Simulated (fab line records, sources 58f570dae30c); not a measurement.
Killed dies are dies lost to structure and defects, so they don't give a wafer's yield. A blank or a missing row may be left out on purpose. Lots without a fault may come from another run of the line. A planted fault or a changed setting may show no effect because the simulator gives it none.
fab line records | flow berkeley_cmos170
record lots=5 wafers=23
route steps=331 shown CONTACT@229 M1@245 M2@283 V2@294
start_h: hours from the record's first day to the start of the lot's first wafer shown | wait_h: hours since the lot's step before | " the same as in the row above | L1.1+2: a row that stands for several wafers | - no value, or no start given | * or withheld: withheld | < > ~ a bound
route shown NAME@n: a module of which the file shows steps, and the number in the route of the first | usual: mean/standard deviation of fault-free wafers | same: alike in all rows | chamber/n: place in a boat | sites: the reading at each site | _std_site: their standard deviation | _edge_site: outer sites' mean less inner sites' | radius_mm: how far each site lies from the wafer's centre | mask NAME#n: copy n | behind: the tool/chamber that last shaped the wafer | hold: why the lot was held/for how many hours/how that ended | device: the transistor (n, p or np) that didn't switch | end of line: the same wafers' tests at the end of the route | a step without rows: its recipe alone | killed: dies lost to structure and defects at the first sort, not the wafer's yield | map: a wafer's dies, x killed, . not, _ none there
set.NAME: the setting as run; set.NAME@STEP: as run at that earlier step | model.NAME: the simulator's own value behind a step, which no gauge read
lots whose settings were changed on purpose; a table a step, a row a wafer
## steps
# step UCB170_CONTACT_PEB_13
# recipe peb_temp_c=130 peb_time_s=withheld resist=KrF
# columns lot.wafer tool chamber start_h wait_h set.peb_temp_c
L076.1+2+4 litho_track-01 0 170.35 0.1 131
L076.5+6 " 0 " " 130
L074.2+3+5 litho_track-04 0 174.19 0.3 130
L081.2+5+6 litho_track-02 0 202.85 0.2 133.1
L081.3+4 " 0 " " 130
L080.1+4+6 litho_track-01 0 203.64 0.1 132.6
L080.3+5 " 0 " " 130
L083.1+2+6 litho_track-02 0 210.98 0.1 128.9
L083.3+5 " 0 " " 130
# step UCB170_CONTACT_DEVELOP_14
# recipe developer=TMAH develop_time_s=45 resist=KrF dev_temp_c=21
# step UCB170_CONTACT_CD_MEAS_15
# recipe target_cd_nm=700
# usual cd_nm=699.5/1.4
# columns lot.wafer tool chamber start_h wait_h set.peb_temp_c@CONTACT_PEB_13 cd_nm
L076.1 cd_sem-01 - 170.63 - 131 705.9
L076.2 " - " " 131 706.0
L076.4 " - " " 131 707.5
L076.5 " - " " 130 699.1
L076.6 " - " " 130 701.2
L074.2 cd_sem-01 - 174.46 - 130 701.6
L074.3 " - " " 130 701.5
L074.5 " - " " 130 701.9
L081.2 cd_sem-01 - 203.12 - 133.1 716.0
L081.3 " - " " 130 699.1
L081.4 " - " " 130 698.0
L081.5 " - " " 133.1 716.0
L081.6 " - " " 133.1 717.2
L080.1 cd_sem-02 - 203.92 - 132.6 713.4
L080.3 " - " " 130 699.1
L080.4 " - " " 132.6 713.6
L080.5 " - " " 130 697.0
L080.6 " - " " 132.6 713.3
L083.1 cd_sem-02 - 211.25 - 128.9 692.1
L083.2 " - " " 128.9 692.9
L083.3 " - " " 130 700.7
L083.5 " - " " 130 699.4
L083.6 " - " " 128.9 692.7
# step UCB170_CONTACT_ETCH_17
# recipe chemistry=N2/H2 target_depth_a=withheld overetch_a=withheld target=BARC time_s=withheld source_w=500 bias_w=100 pressure_mtorr=30 n2_flow_sccm=100 h2_flow_sccm=200
# columns lot.wafer tool chamber start_h wait_h set.peb_temp_c@CONTACT_PEB_13 model.CONTACT.cd_nm
L076.1 rie_diel-04 3 170.78 0.0 131 705.4
L076.2 " 0 " " 131 705.7
L076.4 " 1 " " 131 707.4
L076.5 " 2 " " 130 699.2
L076.6 " 3 " " 130 700.6
L074.2 rie_diel-04 2 174.60 0.0 130 701.2
L074.3 " 1 " " 130 701.8
L074.5 " 3 " " 130 701.5
L081.2 rie_diel-04 2 203.25 0.0 133.1 715.5
L081.3 " 0 " " 130 698.3
L081.4 " 1 " " 130 697.5
L081.5 " 3 " " 133.1 715.3
L081.6 " 2 " " 133.1 716.5
L080.1 rie_diel-01 2 204.07 0.0 132.6 714.3
L080.3 " 0 " " 130 700.3
L080.4+6 " 3 " " 132.6 713.8
L080.5 " 0 " " 130 697.9
L083.1 rie_diel-03 1 211.41 0.0 128.9 691.1
L083.2 " 3 " " 128.9 692.7
L083.3 " 0 " " 130 700.2
L083.5 " 3 " " 130 698.7
L083.6 " 1 " " 128.9 692.3
# step UCB170_CONTACT_ETCH_18
# recipe chemistry=CHF3/CF4/Ar target=PSG stop_on=TiSi2 CHF3_flow_sccm=45 cf4_flow_sccm=15 Ar_flow_sccm=150 pressure_mtorr=200 rf_w=700 target_depth_a=8400 over_etch_frac=0.2 time_s=195
# columns lot.wafer tool chamber start_h wait_h set.time_s@CONTACT_CVD_01 set.peb_temp_c@CONTACT_PEB_13 model.etch.depth_nm model.CONTACT.feature_depth_nm model.CONTACT.cd_nm
L076.1 rie_diel-04 3 - - 2820 131 708.3 708.3 705.6
L076.2 " 0 " " 2820 131 - 701 706.7
L076.4 " 1 " " 2820 131 - 705.3 706.8
L076.5 " 2 " " 2820 130 708.7 708.7 699.4
L076.6 " 3 " " 2820 130 704.4 704.4 700.7
L074.2 rie_diel-04 2 - - 2820 130 703.3 703.3 701.7
L074.3 " 1 " " 2820 130 701.9 701.9 701.8
L074.5 " 3 " " 2820 130 702.7 702.7 701.6
L081.2 rie_diel-04 2 - - 2964 133.1 - 733.7 714.9
L081.3 " 0 " " 2964 130 734.1 734.1 698.4
L081.4 " 1 " " 2964 130 - 737.4 697.4
L081.5 " 3 " " 2964 133.1 738.3 738.3 715.5
L081.6 " 2 " " 2964 133.1 - 736.2 716.3
L080.1 rie_diel-01 2 - - 3049 132.6 765.6 765.6 713.8
L080.3 " 0 " " 3049 130 765.4 765.4 699.9
L080.4 " 3 " " 3049 132.6 762.7 762.7 713.2
L080.5 " 0 " " 3049 130 765.4 765.4 697.4
L080.6 " 3 " " 3049 132.6 763.2 763.2 713.5
L083.1 rie_diel-03 1 - - 3026 128.9 744.8 744.8 690.9
L083.2 " 3 " " 3026 128.9 745.1 745.1 693.1
L083.3 " 0 " " 3026 130 742.5 742.5 700
L083.5 " 3 " " 3026 130 742.2 742.2 699.1
L083.6 " 1 " " 3026 128.9 740.2 740.2 692.5
# step UCB170_CONTACT_STRIP_19
# recipe chemistry=O2 power_w=400 pressure_mtorr=3500 platen_temp_c=withheld o2_flow_sccm=400 overash_fraction=0.5
# step UCB170_CONTACT_CD_MEAS_90
# recipe target_cd_nm=700
# usual cd_nm=699.4/1.7
# columns lot.wafer tool chamber start_h wait_h set.peb_temp_c@CONTACT_PEB_13 cd_nm
L076.1 cd_sem-02 - 171.05 0.1 131 705.5
L076.2 " - " " 131 706.9
L076.4 " - " " 131 706.8
L076.5 " - " " 130 699.4
L076.6 " - " " 130 700.5
L074.2 cd_sem-02 - 174.89 0.1 130 701.7
L074.3 " - " " 130 701.9
L074.5 " - " " 130 702.0
L081.2 cd_sem-01 - 203.54 0.1 133.1 714.9
L081.3 " - " " 130 698.0
L081.4 " - " " 130 697.2
L081.5 " - " " 133.1 715.6
L081.6 " - " " 133.1 716.0
L080.1 cd_sem-01 - 204.34 0.1 132.6 713.7
L080.3 " - " " 130 699.7
L080.4 " - " " 132.6 713.4
L080.5 " - " " 130 697.3
L080.6 " - " " 132.6 713.2
L083.1 cd_sem-01 - 211.68 0.1 128.9 691.0
L083.2 " - " " 128.9 693.0
L083.3 " - " " 130 700.0
L083.5 " - " " 130 699.4
L083.6 " - " " 128.9 692.5
# step UCB170_M1_PEB_07
# recipe peb_temp_c=130 peb_time_s=withheld resist=KrF
# columns lot.wafer tool chamber start_h wait_h set.peb_temp_c
L076.1+2+4+5+6 litho_track-04 0 172.37 0.1 130
L074.2+3+5 litho_track-02 0 176.55 0.4 130
L081.2+5 litho_track-04 0 205.12 0.3 131.9
L081.3+4+6 " 0 " " 130
L080.1+3+4 litho_track-03 0 205.77 0.1 128.6
L080.5+6 " 0 " " 130
L083.1+2+3 litho_track-02 0 213.70 0.3 133.5
L083.5+6 " 0 " " 130
# step UCB170_M1_DEVELOP_08
# recipe developer=TMAH develop_time_s=45 resist=KrF dev_temp_c=21
# step UCB170_M1_CD_MEAS_09
# recipe target_cd_nm=700
# usual cd_nm=699.6/1.2
# columns lot.wafer tool chamber start_h wait_h set.peb_temp_c@M1_PEB_07 cd_nm
L076.1 cd_sem-01 - 172.64 - 130 698.2
L076.2 " - " " 130 698.8
L076.4 " - " " 130 699.1
L076.5 " - " " 130 699.0
L076.6 " - " " 130 699.9
L074.2 cd_sem-01 - 176.82 - 130 700.4
L074.3 " - " " 130 700.5
L074.5 " - " " 130 700.6
L081.2 cd_sem-02 - 205.39 - 131.9 685.0
L081.3 " - " " 130 698.1
L081.4 " - " " 130 698.5
L081.5 " - " " 131.9 686.9
L081.6 " - " " 130 698.2
L080.1 cd_sem-01 - 206.05 - 128.6 710.0
L080.3 " - " " 128.6 708.8
L080.4 " - " " 128.6 708.0
L080.5 " - " " 130 699.5
L080.6 " - " " 130 699.7
L083.1 cd_sem-02 - 213.98 - 133.5 680.2
L083.2 " - " " 133.5 679.8
L083.3 " - " " 133.5 680.0
L083.5 " - " " 130 699.4
L083.6 " - " " 130 698.6
# step UCB170_M1_ETCH_11
# recipe chemistry=N2/H2 target_depth_a=withheld overetch_a=withheld target=BARC time_s=withheld source_w=500 bias_w=100 pressure_mtorr=30 n2_flow_sccm=100 h2_flow_sccm=200
# columns lot.wafer tool chamber start_h wait_h set.peb_temp_c@M1_PEB_07 model.M1.cd_nm
L076.1+2 rie_diel-01 2,0 172.80 0.0 130 698.6
L076.4 " 3 " " 130 698.9
L076.5 " 1 " " 130 699.3
L076.6 " 2 " " 130 699.9
L074.2 rie_diel-02 3 176.95 0.0 130 700.5
L074.3 " 2 " " 130 701
L074.5 " 3 " " 130 700.8
L081.2 rie_diel-02 0 205.53 0.0 131.9 685.6
L081.3 " 3 " " 130 698.2
L081.4 " 1 " " 130 698.3
L081.5 " 0 " " 131.9 687.8
L081.6 " 1 " " 130 698.4
L080.1 rie_diel-04 1 206.20 0.0 128.6 709.9
L080.3 " 0 " " 128.6 708.5
L080.4 " 3 " " 128.6 707.5
L080.5 " 0 " " 130 699.2
L080.6 " 1 " " 130 699.5
L083.1 rie_diel-01 2 214.13 0.0 133.5 680.1
L083.2 " 0 " " 133.5 678.6
L083.3 " 2 " " 133.5 679.7
L083.5+6 " 0,2 " " 130 698.6
# step UCB170_M1_METAL_ETCH_12
# recipe chemistry=Cl2/BCl3 target=Al stop_on=PSG pressure_mtorr=12 target_depth_a=7800 over_etch_frac=0.3 time_s=130 icp_w=600 bias_w=120 Cl2_flow_sccm=90 bcl3_flow_sccm=45
# columns lot.wafer tool chamber start_h wait_h set.time_s set.peb_temp_c@M1_PEB_07 model.M1.cd_nm
L076.1 rie_metal-01 0 172.84 - 130 130 698
L076.2 " 1 " " 130 130 700.3
L076.4 " 0 " " 130 130 698.6
L076.5 " 1 " " 130 130 700.9
L076.6 " 0 " " 130 130 699.6
L074.2 rie_metal-03 0 176.99 - 130 130 701.6
L074.3 " 0 " " 130 130 699.9
L074.5 " 1 " " 130 130 697.2
L081.2 rie_metal-02 1 205.57 - 147.1 131.9 681.5
L081.3 " 0 " " 147.1 130 691.3
L081.4 " 1 " " 130 130 699.5
L081.5 " 1 " " 130 131.9 687.2
L081.6 " 0 " " 147.1 130 691.2
L080.1 rie_metal-01 0 206.24 - 130 128.6 711.4
L080.3 " 1 " " 130 128.6 711
L080.4 " 0 " " 130 128.6 709
L080.5 " 1 " " 130 130 704.1
L080.6 " 0 " " 130 130 701
L083.1 rie_metal-02 0 214.20 - 135.6 133.5 675.7
L083.2 " 1 " " 130 133.5 678.5
L083.3 " 1 " " 130 133.5 677.7
L083.5 " 0 " " 130 130 694.5
L083.6 " 1 " " 135.6 130 696.2
# step UCB170_M1_STRIP_13
# recipe chemistry=O2 power_w=400 pressure_mtorr=3500 platen_temp_c=withheld o2_flow_sccm=400 overash_fraction=0.5
# step UCB170_M1_CD_MEAS_90
# recipe target_cd_nm=700
# usual cd_nm=699.3/2.5
# columns lot.wafer tool chamber start_h wait_h set.peb_temp_c@M1_PEB_07 cd_nm
L076.1 cd_sem-01 - 173.07 0.1 130 698.0
L076.2 " - " " 130 700.5
L076.4 " - " " 130 698.9
L076.5 " - " " 130 700.9
L076.6 " - " " 130 699.6
L074.2 cd_sem-02 - 177.25 0.1 130 701.5
L074.3 " - " " 130 699.4
L074.5 " - " " 130 697.4
L081.2 cd_sem-02 - 205.83 0.1 131.9 681.2
L081.3 " - " " 130 691.5
L081.4 " - " " 130 699.6
L081.5 " - " " 131.9 687.2
L081.6 " - " " 130 690.9
L080.1 cd_sem-02 - 206.48 0.1 128.6 711.4
L080.3 " - " " 128.6 710.9
L080.4 " - " " 128.6 709.4
L080.5 " - " " 130 704.0
L080.6 " - " " 130 701.6
L083.1 cd_sem-01 - 214.43 0.1 133.5 675.8
L083.2 " - " " 133.5 678.1
L083.3 " - " " 133.5 677.8
L083.5 " - " " 130 694.4
L083.6 " - " " 130 696.2
# step UCB170_M2_EXPOSE_12
# recipe mask_id=METAL2 target_cd_nm=700 na=0.5 sigma_outer=0.6 source_shape=conventional dose_mj=26
# columns lot.wafer tool chamber start_h wait_h mask set.dose_mj
L076.1+4+5 krf_scanner-02 0 181.54 - METAL2#0 26
L076.2+6 " 0 " " METAL2#0 24.63
L074.2+3+5 krf_scanner-02 0 185.62 - METAL2#0 26
L081.2+5+6 krf_scanner-01 0 212.12 - METAL2#0 26
L081.3+4 " 0 " " METAL2#0 27.79
L080.1+3 krf_scanner-01 0 212.39 - METAL2#0 26
L080.4+5+6 " 0 " " METAL2#0 24.68
L083.1+2 krf_scanner-01 0 220.68 - METAL2#0 26
L083.3+5+6 " 0 " " METAL2#0 27.69
# step UCB170_M2_PEB_13
# recipe peb_temp_c=130 peb_time_s=withheld resist=KrF
# step UCB170_M2_DEVELOP_14
# recipe developer=TMAH develop_time_s=45 resist=KrF dev_temp_c=21
# step UCB170_M2_CD_MEAS_15
# recipe target_cd_nm=700
# usual cd_nm=700.0/1.7
# columns lot.wafer tool chamber start_h wait_h set.dose_mj@M2_EXPOSE_12 cd_nm
L076.1 cd_sem-01 - 182.24 - 26 699.9
L076.2 " - " " 24.63 710.8
L076.4 " - " " 26 700.7
L076.5 " - " " 26 701.0
L076.6 " - " " 24.63 710.0
L074.2 cd_sem-02 - 186.04 - 26 701.3
L074.3 " - " " 26 701.2
L074.5 " - " " 26 703.3
L081.2 cd_sem-01 - 213.09 - 26 703.7
L081.3 " - " " 27.79 690.6
L081.4 " - " " 27.79 692.0
L081.5 " - " " 26 702.3
L081.6 " - " " 26 702.2
L080.1 cd_sem-02 - 213.55 - 26 698.3
L080.3 " - " " 26 700.1
L080.4 " - " " 24.68 708.5
L080.5 " - " " 24.68 709.0
L080.6 " - " " 24.68 708.9
L083.1 cd_sem-01 - 221.73 - 26 699.8
L083.2 " - " " 26 698.8
L083.3 " - " " 27.69 688.4
L083.5 " - " " 27.69 688.7
L083.6 " - " " 27.69 688.7
# step UCB170_M2_ETCH_17
# recipe chemistry=N2/H2 target_depth_a=withheld overetch_a=withheld target=BARC time_s=withheld source_w=500 bias_w=100 pressure_mtorr=30 n2_flow_sccm=100 h2_flow_sccm=200
# columns lot.wafer tool chamber start_h wait_h set.dose_mj@M2_EXPOSE_12 model.M2.cd_nm
L076.1 rie_diel-04 3 182.40 0.0 26 698.6
L076.2 " 1 " " 24.63 710.9
L076.4 " 3 " " 26 698.8
L076.5 " 0 " " 26 701
L076.6 " 1 " " 24.63 710.3
L074.2 rie_diel-04 3 186.18 0.0 26 700.1
L074.3 " 1 " " 26 701.1
L074.5 " 2 " " 26 702.1
L081.2 rie_diel-03 1 213.22 0.0 26 703.8
L081.3 " 3 " " 27.79 690.5
L081.4 " 1 " " 27.79 692
L081.5 " 3 " " 26 702.9
L081.6 " 0 " " 26 701.1
L080.1 rie_diel-03 3 213.70 0.0 26 699
L080.3 " 1 " " 26 700
L080.4 " 3 " " 24.68 708.8
L080.5 " 0 " " 24.68 708.6
L080.6 " 1 " " 24.68 709.2
L083.1 rie_diel-03 2 221.88 0.0 26 698.7
L083.2 " 3 " " 26 698.4
L083.3+6 " 0 " " 27.69 688.1
L083.5 " 1 " " 27.69 688.4
# step UCB170_V2_CMP_02
# recipe material=SiO2 down_force_psi=6 platen_rpm=60 pad_velocity_m_s=0.75398
# columns lot.wafer tool chamber start_h wait_h set.leave_above_ref_nm model.SiO2_of_V2_CVD_00.thk_nm
L076.1 cmp-02 2 183.06 0.1 953.2 952.8
L076.2+4 " 3,1 " " 1000 -
L076.5 " 2 " " 1000 999.7
L076.6 " 3 " " 953.2 954.1
L074.2 cmp-02 1 186.85 0.0 1000 1001
L074.3 " 2 " " 1000 1002
L074.5 " 1 " " 1000 1003
L081.4+2 cmp-02 0,3 213.89 0.0 1000 -
L081.3 " 2 " " 940.6 941.8
L081.5 " 0 " " 1000 999.8
L081.6 " 1 " " 940.6 -
L080.1 cmp-01 2 214.37 0.1 1000 999.3
L080.4 " 0 " " 976.4 977.4
L080.3 " 1 " " 976.4 977.5
L080.5 " 2 " " 1000 1001
L080.6 " 3 " " 1000 1000
L083.3 cmp-01 2 222.55 0.0 1000 1001
L083.2 " 3 " " 932.9 932.1
L083.1 " 1 " " 1000 1002
L083.6 " 2 " " 1000 999.1
L083.5 " 3 " " 932.9 931.9
# step UCB170_V2_THK_MEAS_04
# recipe reads=SiO2_of_V2_CVD_00
# usual V2_POLISHED_THK=1000.0/1.1
# columns lot.wafer tool chamber start_h wait_h set.leave_above_ref_nm@V2_CMP_02 V2_POLISHED_THK[nm]
L076.1 film_metro-03 - 183.48 0.1 953.2 953.1
L076.2 " - " " 1000 1000.8
L076.4 " - " " 1000 999.4
L076.5 " - " " 1000 999.1
L076.6 " - " " 953.2 953.3
L074.2 film_metro-02 - 187.28 0.1 1000 1000.5
L074.3 " - " " 1000 1002.7
L074.5 " - " " 1000 1001.9
L081.2 film_metro-02 - 214.32 0.1 1000 1001.7
L081.3 " - " " 940.6 942.3
L081.4 " - " " 1000 999.4
L081.5 " - " " 1000 999.6
L081.6 " - " " 940.6 940.2
L080.1 film_metro-02 - 214.79 0.1 1000 999.4
L080.3 " - " " 976.4 977.7
L080.4 " - " " 976.4 977.5
L080.5 " - " " 1000 1001.4
L080.6 " - " " 1000 999.5
L083.1 film_metro-02 - 222.97 0.1 1000 1000.9
L083.2 " - " " 932.9 932.4
L083.3 " - " " 1000 1000.8
L083.5 " - " " 932.9 932.1
L083.6 " - " " 1000 999.6
# step UCB170_V2_ETCH_14
# recipe chemistry=CHF3/CF4/Ar target=SiO2 stop_on=Al CHF3_flow_sccm=45 cf4_flow_sccm=15 Ar_flow_sccm=150 pressure_mtorr=200 rf_w=700 target_depth_a=12500 over_etch_frac=0.25 time_s=291
# columns lot.wafer tool chamber start_h wait_h set.rf_w set.leave_above_ref_nm@V2_CMP_02 model.etch.depth_nm model.V2.feature_depth_nm
L076.1 rie_diel-04 0 185.00 0.0 700 953.2 952.8 953.1
L076.2 " 2 " " 700 1000 - 1001
L076.4 " 3 " " 700 1000 - 999.7
L076.5 " 1 " " 700 1000 999.7 999.7
L076.6 " 2 " " 700 953.2 954.1 954.6
L074.2 rie_diel-01 0 189.53 0.0 700 1000 1001 1001
L074.3 " 2 " " 700 1000 1002 1002
L074.5 " 1 " " 700 1000 1003 1003
L081.2 rie_diel-01 2 216.85 0.0 700 1000 - 1001
L081.3 " 2 " " 751.8 940.6 941.8 942.8
L081.4 " 0 " " 751.8 1000 - 1001
L081.5 " 0 " " 751.8 1000 999.8 1001
L081.6 " 2 " " 700 940.6 - 940.2
L080.1 rie_diel-04 2 217.24 0.0 700 1000 999.3 999.8
L080.3 " 0 " " 746 976.4 977.5 978.7
L080.4 " 1 " " 746 976.4 977.4 978.4
L080.5 " 1 " " 746 1000 1001 1002
L080.6 " 0 " " 700 1000 1000 1001
L083.1 rie_diel-04 0 224.32 0.0 667.4 1000 1002 1002
L083.2 " 1 " " 667.4 932.9 932.1 932.1
L083.3 " 2 " " 700 1000 1001 1001
L083.5 " 1 " " 700 932.9 931.9 932
L083.6 " 0 " " 667.4 1000 999.1 999.1
## key
split step=UCB170_CONTACT_PEB_13 setting=peb_temp_c stated=130 by=wafer
response step=UCB170_CONTACT_CD_MEAS_15 reading=cd_nm change=+7.69 per=1% r=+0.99
response step=UCB170_CONTACT_ETCH_17 reading=model.CONTACT.cd_nm change=+7.59 per=1% r=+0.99
response step=UCB170_CONTACT_ETCH_18 reading=model.CONTACT.cd_nm change=+7.55 per=1% r=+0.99
response step=UCB170_CONTACT_CD_MEAS_90 reading=cd_nm change=+7.64 per=1% r=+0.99
split step=UCB170_M1_PEB_07 setting=peb_temp_c stated=130 by=wafer
response step=UCB170_M1_CD_MEAS_09 reading=cd_nm change=-7.5 per=1% r=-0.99
response step=UCB170_M1_ETCH_11 reading=model.M1.cd_nm change=-7.45 per=1% r=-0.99
response step=UCB170_M1_METAL_ETCH_12 reading=model.M1.cd_nm change=-6.77 per=1% r=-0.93
response step=UCB170_M1_CD_MEAS_90 reading=cd_nm change=-6.77 per=1% r=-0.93
split step=UCB170_M1_METAL_ETCH_12 setting=time_s stated=130 by=wafer
response none clear
split step=UCB170_M2_EXPOSE_12 setting=dose_mj stated=26 by=wafer
response step=UCB170_M2_CD_MEAS_15 reading=cd_nm change=-1.74 per=1% r=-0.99
response step=UCB170_M2_ETCH_17 reading=model.M2.cd_nm change=-1.76 per=1% r=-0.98
split step=UCB170_V2_CMP_02 setting=leave_above_ref_nm stated=1000 by=wafer
response step=UCB170_V2_CMP_02 reading=model.SiO2_of_V2_CVD_00.thk_nm change=+10 per=1% r=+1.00
response step=UCB170_V2_THK_MEAS_04 reading=V2_POLISHED_THK change=+10 per=1% r=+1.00
response step=UCB170_V2_ETCH_14 reading=model.etch.depth_nm change=+10 per=1% r=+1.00
response step=UCB170_V2_ETCH_14 reading=model.V2.feature_depth_nm change=+10.1 per=1% r=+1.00
split step=UCB170_V2_ETCH_14 setting=rf_w stated=700 by=wafer
response none clear
split outside_this_file step=UCB170_CONTACT_CVD_01 setting=time_s
# split outside_this_file: this setting was split too, and the file shows its column; the key of that split is in another file
